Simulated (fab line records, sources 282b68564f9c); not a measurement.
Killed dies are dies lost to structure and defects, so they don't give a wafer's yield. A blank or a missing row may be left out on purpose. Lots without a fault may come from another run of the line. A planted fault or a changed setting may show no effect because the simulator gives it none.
Problem report in the 8D (eight disciplines) form, filled by code | flow rit_cmos | the parts of the form that need people (team, actions taken, sign-off) are left out

1. THE PROBLEM
NWELL_RS at RIT_WELLDRIVE_RS_MEAS_01 reads a mean of 248.8 ohm/sq on 9 wafers of 3 lots; wafers without a fault read 271.8 ohm/sq with a standard deviation of 0.79. That is -29 standard deviations from the usual mean.
The step: measures by four-point-probe.
First seen on wafer L264.2, day 4 17:38, on film_metro-02. The record holds 45 wafers of 15 lots with a number at this step. Rule for "out", or "out of limits": more than 4 standard deviations from the usual mean. The other wafers with a number count as sound.

2. WHAT IT IS AND WHAT IT IS NOT
question                    | is                           | is not
which readings at this step | NWELL_RS                     | -
which lots                  | L264, L265, L268             | L252, L253, L254, L255, L256, L257, L259, L260, L266, L267, L269, L274
which wafers of those lots  | all that have a number       | -
read on which gauges        | film_metro-02, film_metro-04 | film_metro-03
when                        | from day 4 17:38             | up to then (24 sound wafers); but 12 sound wafers of L266, L267, L269, L274 came after

3. SUSPECTS, AND WHAT RULES EACH OUT
Counting: a tool at a process step up to the reading stays a suspect if it ran every lot that is out and no sound lot after the first of them.
- the gauge at RIT_WELLDRIVE_RS_MEAS_01: ruled out. The wafers that are out were read on 2 gauges (film_metro-02, film_metro-04).
- furnace-03 at RIT_WELLDRIVE_ANNEAL_00 (time 14700 s): kept. It ran every lot that is out, first L264 (day 4 12:31), and no sound lot after that; its last sound lot up to then is L260 (day 3 16:31). Its own readings are out on those wafers: spike_tc_centre_C, spike_tc_load_C, spike_tc_source_C, tube_center_temp_C, tube_center_temp_C_max.
Left after counting: furnace-03 at RIT_WELLDRIVE_ANNEAL_00.

4. THE CAUSE (what the simulator had put in)
Process parameter drift: furnace-03, from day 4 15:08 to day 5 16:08, at RIT_WELLDRIVE_ANNEAL_00. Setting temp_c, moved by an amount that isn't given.
Counting left only this tool.

5. THE CHAIN OF EFFECTS, in route order
Each row: a reading whose mean over the struck wafers that have a number lies more than 3 standard deviations from the usual. Only readings for which the record gives a usual standard deviation are gone through. hours: the time from each lot's start at the first step in this table that gives one to its start at this step, as a median over the lots. sigmas: the change in usual standard deviations.
hours | step                     | reading                | usual        | on struck wafers | change | sigmas
0     | RIT_WELLDRIVE_ANNEAL_00  | spike_tc_centre_C      | 1103.1 C     | 1124.9           | +21.8  | +22
0     | RIT_WELLDRIVE_ANNEAL_00  | spike_tc_load_C        | 1127.0 C     | 1150.0           | +23.0  | +7.9
0     | RIT_WELLDRIVE_ANNEAL_00  | spike_tc_source_C      | 1123.1 C     | 1145.0           | +21.9  | +14
0     | RIT_WELLDRIVE_ANNEAL_00  | tube_center_temp_C     | 1100 C       | 1122             | +22    | +99 or more
0     | RIT_WELLDRIVE_ANNEAL_00  | tube_center_temp_C_max | 1102.8       | 1124.8           | +22.0  | +46
5     | RIT_WELLDRIVE_RS_MEAS_01 | NWELL_RS               | 271.8 ohm/sq | 248.8            | -23.0  | -29
5     | RIT_WELLDRIVE_RS_MEAS_02 | PWELL_RS               | 429.3 ohm/sq | 405.6            | -23.7  | -20
The process steps in it:
- RIT_WELLDRIVE_ANNEAL_00: time 14700 s.

6. WHAT WOULD HAVE CAUGHT IT SOONER
In this record the first reading out of limits at a measuring or inspecting step was taken at day 4 17:38, 2 hours after the fault began at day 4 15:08.
The tool's own readings at RIT_WELLDRIVE_ANNEAL_00 were out on every struck wafer that the step has a row for (spike_tc_centre_C, spike_tc_load_C, spike_tc_source_C, tube_center_temp_C, tube_center_temp_C_max): an alarm limit on them would have fired on the first of those.
Of the lots that are out (3), L265, L268 began RIT_WELLDRIVE_ANNEAL_00 on furnace-03 after day 4 17:38. A hold on the tool at that time would have spared those 2.
